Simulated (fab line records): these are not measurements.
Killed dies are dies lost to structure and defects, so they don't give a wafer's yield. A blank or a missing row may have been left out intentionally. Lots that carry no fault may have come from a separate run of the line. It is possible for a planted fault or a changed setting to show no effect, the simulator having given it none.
fab line records -- flow rit-cmos
record: lots: 7, wafers: 21, last-day: 7
route steps=202 shown SILICIDE@167 CONTACT@168 M1@202
lots untouched by any fault: they come from a run of this same line in which no faults occurred
start-h: start of the lot's first displayed wafer, in hours after the record's first day -- wait-h: how many hours have passed since the lot's step before this one -- " identical to the entry in the row above -- L1.1+2: one row covering several wafers at once -- - no value present, or no start provided -- * or withheld: withheld -- < > ~ a bound
route shown NAME@n: a module of which the file shows steps, and the number in the route of the first -- usual: mean and standard deviation over wafers with no fault -- same: alike in all rows -- chamber/n: place in a boat -- sites: the reading at each site -- _std_site: their standard deviation -- _edge_site: outer sites' mean less inner sites' -- radius-mm: how far each site lies from the wafer's centre -- mask NAME#n: copy n -- behind: the last tool/chamber to shape the wafer -- hold: what put the lot on hold/how long, in hours/how the hold closed -- device: the n, p or np transistor that did not switch -- end of line: tests run on the same wafers once the route is complete -- a step given without rows: its recipe and nothing more -- killed: at the first sort, the dies lost to defects and structure; wafer yield is something else -- map: a wafer's dies, x killed, . not, _ none there
set.NAME: the setting as run; set.NAME@STEP: as run at that earlier step -- model.NAME: the simulator's own value behind a step, which no gauge read
certain route steps with their lots: each step a table, each wafer a row
services: from which hour (start-h, from the record's first day; less than 0 if before it) a tool's chamber was out of use, for how many hours, and why
== steps ==
step: RIT_SILICIDE_RTA_06
recipe: temp-c: 750, time-s: 10, idle-temp-c: 25, ramp-up-s: 5, ramp-down-s: 10, cool-to-c: 25, ambient: N2
usual: chamber-o2-ppm: 1.992/0.024, wafer_temp_C_max: 753.2/0.71
lot.wafer,tool,chamber,start-h,wait-h,chamber-o2-ppm,wafer_temp_C_max
L294.2,rtp-anneal-02,0,72.75,0.0,2.015,752.5
L294.4,rtp-anneal-02,0,72.75,0.0,1.961,752.6
L294.5,rtp-anneal-02,0,72.75,0.0,2.000,752.6
L295.1,rtp-anneal-01,0,79.70,0.0,1.985,753.1
L295.5,rtp-anneal-01,0,79.70,0.0,1.981,753.3
L295.6,rtp-anneal-01,0,79.70,0.0,1.976,754.0
L307.1,rtp-anneal-01,0,131.36,0.0,1.987,752.9
L307.3,rtp-anneal-01,0,131.36,0.0,2.001,753.4
L307.4,rtp-anneal-01,0,131.36,0.0,1.997,753.2
L308.1,rtp-anneal-02,0,134.42,0.0,1.958,752.3
L308.5,rtp-anneal-02,0,134.42,0.0,1.950,752.2
L308.6,rtp-anneal-02,0,134.42,0.0,1.977,753.0
L309.2,rtp-anneal-01,0,141.25,0.0,1.993,752.9
L309.3,rtp-anneal-01,0,141.25,0.0,1.994,754.6
L309.6,rtp-anneal-01,0,141.25,0.0,1.997,753.6
L310.2,rtp-anneal-02,0,145.94,0.0,2.007,753.5
L310.4,rtp-anneal-02,0,145.94,0.0,2.004,752.3
L310.5,rtp-anneal-02,0,145.94,0.0,1.986,754.3
L313.2,rtp-anneal-01,0,162.27,0.0,2.001,754.1
L313.3,rtp-anneal-01,0,162.27,0.0,1.976,752.8
L313.5,rtp-anneal-01,0,162.27,0.0,1.983,753.4
step: RIT_CONTACT_CVD_00
recipe: material: SiO2, target-thk-nm: 400, precursor: TEOS, temp-c: 390, time-s: 61, rf-w: 390.2
usual: heater-power-w: 310/53
lot.wafer,tool,chamber,start-h,wait-h,heater-power-w
L294.2,pecvd-02,2,72.80,0.0,310
L294.4,pecvd-02,1,72.80,0.0,334
L294.5,pecvd-02,0,72.80,0.0,194
L295.1,pecvd-01,2,79.77,0.1,284
L295.5,pecvd-01,2,79.77,0.1,305
L295.6,pecvd-01,0,79.77,0.1,261
L307.1,pecvd-01,0,131.43,0.1,340
L307.3,pecvd-01,2,131.43,0.1,311
L307.4,pecvd-01,1,131.43,0.1,293
L308.1,pecvd-03,2,134.49,0.1,409
L308.5,pecvd-03,2,134.49,0.1,417
L308.6,pecvd-03,0,134.49,0.1,399
L309.2,pecvd-02,2,141.31,0.0,288
L309.3,pecvd-02,1,141.31,0.0,378
L309.6,pecvd-02,1,141.31,0.0,279
L310.2,pecvd-01,0,146.00,0.0,346
L310.4,pecvd-01,1,146.00,0.0,252
L310.5,pecvd-01,2,146.00,0.0,320
L313.2,pecvd-01,2,162.32,0.0,344
L313.3,pecvd-01,0,162.32,0.0,315
L313.5,pecvd-01,0,162.32,0.0,331
step: RIT_CONTACT_THK_MEAS_01
recipe: reads: SiO2_of_CONTACT_CVD_00
usual: CONTACT_TEOS_THK: 396/5.7
lot.wafer,tool,chamber,start-h,wait-h,CONTACT_TEOS_THK[nm]
L294.2,film-metro-01,-,72.87,0.0,395
L294.4,film-metro-01,-,72.87,0.0,410
L294.5,film-metro-01,-,72.87,0.0,395
L295.1,film-metro-04,-,79.82,0.0,383
L295.5,film-metro-04,-,79.82,0.0,389
L295.6,film-metro-04,-,79.82,0.0,398
L307.1,film-metro-04,-,131.48,0.0,396
L307.3,film-metro-04,-,131.48,0.0,391
L307.4,film-metro-04,-,131.48,0.0,400
L308.1,film-metro-01,-,134.54,0.0,405
L308.5,film-metro-01,-,134.54,0.0,409
L308.6,film-metro-01,-,134.54,0.0,402
L309.2,film-metro-04,-,141.37,0.0,398
L309.3,film-metro-04,-,141.37,0.0,409
L309.6,film-metro-04,-,141.37,0.0,410
L310.2,film-metro-04,-,146.06,0.0,393
L310.4,film-metro-04,-,146.06,0.0,402
L310.5,film-metro-04,-,146.06,0.0,398
L313.2,film-metro-01,-,162.38,0.0,386
L313.3,film-metro-01,-,162.38,0.0,389
L313.5,film-metro-01,-,162.38,0.0,400
step: RIT_CONTACT_HMDS_02
recipe: prime-time-s: 60, prime-temp-c: 140
step: RIT_CONTACT_COAT_03
recipe: resist: NOVOLAK, spin-rpm: 3250, resist-thk-nm: 1000
step: RIT_CONTACT_SOFTBAKE_04
recipe: resist: NOVOLAK, temp-c: 90, time-s: 60
step: RIT_CONTACT_EXPOSE_05
recipe: mask-id: M11, na: 0.6, source-shape: conventional, sigma-outer: 0.5, target-cd-nm: 1000, dose-mj: 250
step: RIT_CONTACT_PEB_06
recipe: resist: NOVOLAK, temp-c: withheld, time-s: withheld
step: RIT_CONTACT_DEVELOP_07
recipe: resist: NOVOLAK, develop-time-s: 120, dev-temp-c: 23
step: RIT_CONTACT_CD_MEAS_08
recipe: target-cd-nm: 1000
usual: cd-nm: 1000.0/2.6
lot.wafer,tool,chamber,start-h,wait-h,cd-nm
L294.2,cd-sem-01,-,74.03,-,997.8
L294.4,cd-sem-01,-,74.03,-,997.0
L294.5,cd-sem-01,-,74.03,-,998.5
L295.1,cd-sem-01,-,80.97,-,1000.5
L295.5,cd-sem-01,-,80.97,-,1000.4
L295.6,cd-sem-01,-,80.97,-,998.3
L307.1,cd-sem-02,-,132.51,-,1000.3
L307.3,cd-sem-02,-,132.51,-,1000.4
L307.4,cd-sem-02,-,132.51,-,1001.9
L308.1,cd-sem-02,-,135.56,-,999.9
L308.5,cd-sem-02,-,135.56,-,998.9
L308.6,cd-sem-02,-,135.56,-,1000.5
L309.2,cd-sem-02,-,142.41,-,998.6
L309.3,cd-sem-02,-,142.41,-,998.5
L309.6,cd-sem-02,-,142.41,-,998.1
L310.2,cd-sem-02,-,147.10,-,999.7
L310.4,cd-sem-02,-,147.10,-,1000.1
L310.5,cd-sem-02,-,147.10,-,1000.2
L313.2,cd-sem-02,-,163.42,-,997.5
L313.3,cd-sem-02,-,163.42,-,997.2
L313.5,cd-sem-02,-,163.42,-,996.6
step: RIT_CONTACT_OVL_MEAS_09
usual: CONTACT_OVL: -0.3/1.4
lot.wafer,tool,chamber,start-h,wait-h,CONTACT_OVL[nm]
L294.2,overlay-02,-,74.13,0.1,1.1
L294.4,overlay-02,-,74.13,0.1,-0.1
L294.5,overlay-02,-,74.13,0.1,-1.1
L295.1,overlay-02,-,81.09,0.1,-1.5
L295.5,overlay-02,-,81.09,0.1,-1.9
L295.6,overlay-02,-,81.09,0.1,-0.9
L307.1,overlay-02,-,132.63,0.1,1.8
L307.3,overlay-02,-,132.63,0.1,2.3
L307.4,overlay-02,-,132.63,0.1,1.5
L308.1,overlay-01,-,135.68,0.1,2.2
L308.5,overlay-01,-,135.68,0.1,1.9
L308.6,overlay-01,-,135.68,0.1,-0.9
L309.2,overlay-02,-,142.51,0.1,0.0
L309.3,overlay-02,-,142.51,0.1,0.5
L309.6,overlay-02,-,142.51,0.1,0.9
L310.2,overlay-01,-,147.20,0.1,-1.1
L310.4,overlay-01,-,147.20,0.1,0.9
L310.5,overlay-01,-,147.20,0.1,1.6
L313.2,overlay-01,-,163.53,0.1,0.1
L313.3,overlay-01,-,163.53,0.1,0.7
L313.5,overlay-01,-,163.53,0.1,0.9
step: RIT_CONTACT_HARDBAKE_10
recipe: resist: NOVOLAK, temp-c: 140, time-s: 60
step: RIT_CONTACT_ETCH_11
recipe: target-depth-a: 4800, over-etch-frac: 0.2, stop-on: TiSi2, chemistry: CHF3/CF4/Ar, target: SiO2, CHF3_flow_sccm: 50, cf4-flow-sccm: 10, Ar_flow_sccm: 100, O2_flow_sccm: 5, pressure-mtorr: 100, rf-w: 200, time-s: 320
usual: drypump-motor-current-A: 5.7/0.44, oes-product-au: 0.993/0.015, rf-fwd-power-W: 199.5/0.62, throttle-valve-pct: 8.85/0.13
lot.wafer,tool,chamber,start-h,wait-h,drypump-motor-current-A,oes-product-au,rf-fwd-power-W,rf-hours-counter-h,throttle-valve-pct,model.NOVOLAK_of_CONTACT_COAT_03.thk-nm
L294.2,rie-diel-02,3,74.31,0.1,6.3,0.984,199.4,88,8.73,770.9
L294.4,rie-diel-02,0,74.31,0.1,5.4,0.994,199.2,90,8.85,767.6
L294.5,rie-diel-02,3,74.31,0.1,6.3,0.993,199.2,-,8.73,773.2
L295.1,rie-diel-01,0,81.36,0.1,5.7,0.981,199.6,156,8.82,768.3
L295.5,rie-diel-01,0,81.36,0.1,5.7,0.984,200.0,-,8.81,768.1
L295.6,rie-diel-01,1,81.36,0.1,4.8,1.015,198.5,-,8.54,776.1
L307.1,rie-diel-02,2,132.81,0.1,6.3,0.991,198.5,2,9.02,773.4
L307.3,rie-diel-02,1,132.81,0.1,5.8,1.019,199.7,95,8.84,768.3
L307.4,rie-diel-02,0,132.81,0.1,5.4,1.002,230.8,91,8.85,756.7
L308.1,rie-diel-02,1,135.87,0.1,5.8,1.012,199.5,95,8.83,763.8
L308.5,rie-diel-02,0,135.87,0.1,5.4,0.999,230.4,-,8.85,752.6
L308.6,rie-diel-02,3,135.87,0.1,6.4,0.986,199.7,-,8.74,762.8
L309.2,rie-diel-02,2,142.69,0.1,6.4,0.997,199.8,3,9.02,772.1
L309.3,rie-diel-02,0,142.69,0.1,5.4,1.007,231.3,91,8.85,755.1
L309.6,rie-diel-02,1,142.69,0.1,5.8,1.011,200.2,-,8.85,765.3
L310.2,rie-diel-01,0,147.38,0.1,5.7,0.962,200.1,0,8.82,770.8
L310.4,rie-diel-01,2,147.38,0.1,5.7,0.999,199.3,14,8.96,772.3
L310.5,rie-diel-01,2,147.38,0.1,5.7,1.004,199.8,-,8.97,771.5
L313.2,rie-diel-01,2,163.71,0.1,5.6,0.996,198.3,15,8.97,770.8
L313.3,rie-diel-01,1,163.71,0.1,4.8,1.009,199.3,34,8.54,772.3
L313.5,rie-diel-01,2,163.71,0.1,5.6,1.005,198.4,-,8.98,772.2
step: RIT_CONTACT_STRIP_12
recipe: chemistry: O2, time-s: 180, resist: NOVOLAK, platen-temp-c: withheld, power-w: 500, pressure-mtorr: 4000, o2-flow-sccm: 4000
usual: drypump-motor-current-A: 5.8/0.6
lot.wafer,tool,chamber,start-h,wait-h,drypump-motor-current-A,rf-hours-counter-h
L294.2,plasma-asher-03,0,74.51,0.1,4.9,40
L294.4,plasma-asher-03,1,74.51,0.1,6.3,-
L294.5,plasma-asher-03,1,74.51,0.1,6.3,-
L295.1,plasma-asher-02,1,81.56,0.1,5.9,45
L295.5,plasma-asher-02,1,81.56,0.1,5.9,-
L295.6,plasma-asher-02,0,81.56,0.1,6.6,-
L307.1,plasma-asher-04,0,133.01,0.1,5.7,35
L307.3,plasma-asher-04,1,133.01,0.1,5.3,-
L307.4,plasma-asher-04,0,133.01,0.1,5.7,-
L308.1,plasma-asher-03,0,136.06,0.1,4.9,47
L308.5,plasma-asher-03,1,136.06,0.1,6.2,-
L308.6,plasma-asher-03,0,136.06,0.1,4.9,-
L309.2,plasma-asher-02,1,142.89,0.1,5.9,52
L309.3,plasma-asher-02,1,142.89,0.1,5.9,-
L309.6,plasma-asher-02,1,142.89,0.1,5.9,-
L310.2,plasma-asher-04,0,147.58,0.1,5.7,37
L310.4,plasma-asher-04,0,147.58,0.1,5.7,-
L310.5,plasma-asher-04,0,147.58,0.1,5.7,-
L313.2,plasma-asher-04,1,163.90,0.1,5.3,38
L313.3,plasma-asher-04,0,163.90,0.1,5.7,-
L313.5,plasma-asher-04,0,163.90,0.1,5.7,-
step: RIT_M1_PROBE_99
usual: killed-at-contacts: 0.2/0.38, killed-at-front-end: 6.7/3, killed-dies: 6.9/3, killed-open: 3.5/1.9, killed-short: 3.3/2
same: gross-dies: 264, killed_at_M0_to_M3: 0, killed_at_M4_up: 0, killed-at-back-side: 0, killed-at-other: 0
lot.wafer,tool,chamber,start-h,wait-h,killed-at-contacts,killed-at-front-end,killed-dies,killed-open,killed-short,model.etest.antenna-contact.vt-shift-v
L294.2,prober-02,-,79.38,0.1,0,5,5,2,3,-0.00822
L294.4,prober-02,-,79.48,0.2,0,11,11,7,4,-0.01503
L294.5,prober-02,-,79.53,0.2,0,10,10,6,4,-0.01512
L295.1,prober-01,-,86.61,0.1,0,5,5,2,3,-0.0176
L295.5,prober-01,-,86.81,0.2,0,10,10,5,5,-0.01794
L295.6,prober-01,-,86.86,0.2,0,4,4,2,2,-0.006607
L307.1,prober-01,-,138.67,0.1,0,13,13,7,6,-0.0117
L307.3,prober-01,-,138.77,0.2,0,6,6,3,3,-0.01345
L307.4,prober-01,-,138.82,0.2,0,12,12,3,9,-0.0261
L308.1,prober-02,-,141.25,0.1,0,4,4,3,1,-0.01678
L308.5,prober-02,-,141.45,0.2,0,8,8,3,5,-0.01768
L308.6,prober-02,-,141.50,0.2,0,6,6,1,5,-0.01613
L309.2,prober-01,-,149.45,0.1,0,4,4,1,3,-0.008609
L309.3,prober-01,-,149.50,0.2,0,4,4,3,1,-0.02269
L309.6,prober-01,-,149.65,0.2,0,8,8,5,3,-0.01286
L310.2,prober-02,-,152.62,0.1,0,4,4,1,3,-0.01075
L310.4,prober-02,-,152.72,0.2,0,6,6,3,3,-0.004736
L310.5,prober-02,-,152.77,0.2,0,4,4,1,3,-0.008738
L313.2,prober-01,-,168.80,0.1,2,3,5,1,2,-0.009269
L313.3,prober-01,-,168.85,0.2,0,7,7,5,2,-0.01078
L313.5,prober-01,-,168.95,0.2,0,7,7,2,5,-0.009303
killed by level:class
L294.2 REOX:geometric-particle:short=2 FOX1:geometric-particle:short=1 FOX1:geometric-particle:open=1 REOX:geometric-particle:open=1
L294.4 GATE:geometric-particle:short=2 REOX:geometric-particle:open=2 SPACER:geometric-particle:open=2 SPACER:geometric-particle:short=2 FOX2:geometric-particle:open=1 GATE:geometric-particle:open=1 SILICIDE:geometric-particle:open=1
L294.5 GATE:geometric-particle:open=4 REOX:geometric-particle:short=3 REOX:geometric-particle:open=2 GATE:geometric-particle:short=1
L295.1 FOX2:geometric-particle:short=2 FOX2:geometric-particle:open=1 REOX:geometric-particle:open=1 SILICIDE:geometric-particle:short=1
L295.5 GATE:geometric-particle:open=3 FOX1:geometric-particle:short=1 GATE:geometric-particle:short=1 REOX:geometric-particle:short=1 SPACER:geometric-particle:short=1 SPACER:geometric-particle:open=1 SILICIDE:geometric-particle:short=1 SILICIDE:geometric-particle:open=1
L295.6 SPACER:geometric-particle:short=2 FOX1:geometric-particle:open=1 GATE:geometric-particle:open=1
L307.1 GATE:geometric-particle:open=5 GATE:geometric-particle:short=5 FOX1:geometric-particle:open=1 FOX2:geometric-particle:open=1 REOX:geometric-particle:short=1
L307.3 GATE:geometric-particle:open=1 GATE:geometric-particle:short=1 REOX:geometric-particle:open=1 REOX:geometric-particle:short=1 SPACER:geometric-particle:open=1 SILICIDE:geometric-particle:short=1
L307.4 GATE:geometric-particle:short=3 GATE:geometric-particle:open=3 SPACER:geometric-particle:short=3 SILICIDE:geometric-particle:short=2 REOX:geometric-particle:short=1
L308.1 SPACER:geometric-particle:open=2 FOX1:geometric-particle:open=1 SILICIDE:geometric-particle:short=1
L308.5 FOX1:geometric-particle:open=2 SPACER:geometric-particle:short=2 FOX2:geometric-particle:short=1 GATE:geometric-particle:short=1 REOX:geometric-particle:short=1 SPACER:geometric-particle:open=1
L308.6 GATE:geometric-particle:short=2 FOX1:geometric-particle:short=1 FOX2:geometric-particle:open=1 REOX:geometric-particle:short=1 SILICIDE:geometric-particle:short=1
L309.2 FOX1:geometric-particle:short=1 REOX:geometric-particle:short=1 SILICIDE:geometric-particle:short=1 SILICIDE:geometric-particle:open=1
L309.3 REOX:geometric-particle:open=2 GATE:geometric-particle:open=1 GATE:geometric-particle:short=1
L309.6 REOX:geometric-particle:open=2 FOX2:geometric-particle:open=1 GATE:geometric-particle:short=1 GATE:geometric-particle:open=1 REOX:geometric-particle:short=1 SILICIDE:geometric-particle:short=1 SILICIDE:geometric-particle:open=1
L310.2 FOX2:geometric-particle:short=2 FOX2:geometric-particle:open=1 SPACER:geometric-particle:short=1
L310.4 GATE:geometric-particle:short=3 GATE:geometric-particle:open=2 SILICIDE:geometric-particle:open=1
L310.5 GATE:geometric-particle:short=2 SILICIDE:geometric-particle:short=1 SILICIDE:geometric-particle:open=1
L313.2 CONTACT:coat-microbubble-printed=2 FOX1:geometric-particle:short=1 GATE:geometric-particle:open=1 REOX:geometric-particle:short=1
L313.3 GATE:geometric-particle:open=2 FOX2:geometric-particle:open=1 FOX2:geometric-particle:short=1 REOX:geometric-particle:open=1 SPACER:geometric-particle:short=1 SILICIDE:geometric-particle:open=1
L313.5 GATE:geometric-particle:short=2 FOX2:geometric-particle:short=1 SPACER:geometric-particle:open=1 SPACER:geometric-particle:short=1 SILICIDE:geometric-particle:short=1 SILICIDE:geometric-particle:open=1
== services ==
tool,chamber,start-h,hours,kind
plasma-asher-04,-,56.96,2.5,repair
rie-diel-01,2,79.53,13.4,repair
pecvd-02,2,93.08,4.9,repair
rie-diel-01,-,97.25,0.4,repair
pecvd-03,-,110.12,0.8,pm
rie-diel-02,3,116.75,3.3,repair
rie-diel-01,0,117.90,-,clean
rie-diel-01,0,117.90,27.2,scheduled-down
rie-diel-01,0,117.90,27.2,vent-cycle
rie-diel-02,0,121.16,4.7,repair
rie-diel-01,-,124.09,14.6,pm
pecvd-03,1,134.57,12.4,repair
rie-diel-02,2,143.40,11.7,repair
rie-diel-02,0,145.44,6.7,repair
rie-diel-01,3,147.81,-,clean
== key ==
first-sign: step: RIT_CONTACT_ETCH_11, reading: rf-fwd-power-W, direction: up, sigmas: 50, usual: 199.5, struck: 230.8
effect none on later readings
model-effect: step: RIT_CONTACT_ETCH_11, value: NOVOLAK_of_CONTACT_COAT_03.thk-nm, without: 763.9, struck: 754.8
model-effect: step: RIT_M1_PROBE_99, value: etest.antenna-contact.vt-shift-v, without: -0.01234, struck: -0.02216
met-at RIT_CONTACT_ETCH_11
struck-wafers L307.4,L308.5,L309.3
tester-left-out L307,L308,L309
onset-between 74.31 132.81
fault: kind: process-parameter-drift, tool: rie-diel-02, chamber: 0, onset-h: 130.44, steps: RIT_CONTACT_ETCH_11, channel: rf-w, offset: 32, shape: step, end-h: 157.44, acts-in: these-recipes-only, stated: 200
tester-left-out: of these lots the tester's yield and bins aren't shown, on N5 and GAA mostly nor the transistor test; their killed dies are dies lost to structure and defects alone, not to doping, threshold or leakage, so they don't give the yield
